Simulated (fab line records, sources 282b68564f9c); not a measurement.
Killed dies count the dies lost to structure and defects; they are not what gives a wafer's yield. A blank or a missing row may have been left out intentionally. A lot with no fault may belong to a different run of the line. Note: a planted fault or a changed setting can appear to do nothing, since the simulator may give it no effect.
One fault through the eyes of 2 desks || flow rit_cmos || what lay behind the numbers comes last; until then each desk has only its own

## TOOL OWNER'S DESK, rie_diel-02
The tool's own readings at RIT_SPACER_ETCHBACK_05 (etches Si3N4 in SF6/CHF3, stops on SiO2, target depth 250 nm, time 240 s): means of the sampled wafers that have a number, for each lot that ran on this tool. The brackets show how far a lot's mean lies from the usual mean; more than 4 standard deviations puts the lot out of limits, marked OUT.
Columns: A = drypump_motor_current_A at RIT_SPACER_ETCHBACK_05, usual 6.0 A; B = oes_product_au at RIT_SPACER_ETCHBACK_05, usual 0.846 a.u.; C = throttle_valve_pct at RIT_SPACER_ETCHBACK_05, usual 10.22 %
{"lot": "L545", "first seen here": "day 4 05:42", "A": 6.0, "B": 0.838, "C": 10.35}
{"lot": "L548", "first seen here": "day 5 00:14", "A": 5.9, "B": 0.852, "C": 10.28}
{"lot": "L550", "first seen here": "day 5 07:54", "A": 5.9, "B": 0.845, "C": 10.29}
Result from this desk: across the 3 lots, nothing is out of limits.

## FROM THE METROLOGY DESK
What the gauges read for every lot (on any tool): the sampled wafers with a number, averaged. The brackets show how far a lot's mean lies from the usual mean; more than 4 standard deviations puts the lot out of limits, marked OUT. It has 10 readings; the 7 that lie furthest out on some lot are the ones shown.
Columns: A = PLDD_TW at RIT_PLDD_TW_MEAS_10, usual 2353; B = SPACER_NITRIDE_THK at RIT_SPACER_THK_MEAS_04, usual 250.7 nm; C = NSD_OVL at RIT_NSD_OVL_MEAS_06, usual -0.8 nm; D = NSD_TW at RIT_NSD_TW_MEAS_10, usual 3132; E = PSD_TW at RIT_PSD_TW_MEAS_10, usual 3436; F = NSD_RS at RIT_SDANNEAL_RS_MEAS_05, usual 84.66 ohm/sq; G = PLDD_RS at RIT_SDANNEAL_RS_MEAS_06, usual 179.0 ohm/sq
{"lot": "L541", "first seen here": "day 3 10:06", "A": 2333, "B": 252.1, "C": -2.1, "D": 3167, "E": 3424, "F": 84.45, "G": 179.3}
{"lot": "L545", "first seen here": "day 4 02:32", "A": 2345, "B": 250.4, "C": -0.2, "D": 3097, "E": 3415, "F": 84.50, "G": 179.0}
{"lot": "L548", "first seen here": "day 4 21:16", "A": 2351, "B": 254.5, "C": -3.0, "D": 3169, "E": 3440, "F": 84.24, "G": 179.0}
{"lot": "L550", "first seen here": "day 5 03:41", "A": 2351, "B": 250.6, "C": 0.3, "D": 3104, "E": 3412, "F": 84.88, "G": 179.2}
{"lot": "L553", "first seen here": "day 5 16:46", "A": 2357, "B": 250.8, "C": -1.8, "D": 3158, "E": 3408, "F": 84.66, "G": 178.3}
{"lot": "L557", "first seen here": "day 6 13:16", "A": 2388, "B": 249.5, "C": -0.2, "D": 3170, "E": 3480, "F": 84.51, "G": 178.7}
Result from this desk: across the 6 lots, nothing is out of limits.

## PUT TOGETHER
The desk of the tool owner found nothing out of limits.
Nothing out of limits was seen by the metrology desk.

## WHAT THE SIMULATOR HAD INSERTED
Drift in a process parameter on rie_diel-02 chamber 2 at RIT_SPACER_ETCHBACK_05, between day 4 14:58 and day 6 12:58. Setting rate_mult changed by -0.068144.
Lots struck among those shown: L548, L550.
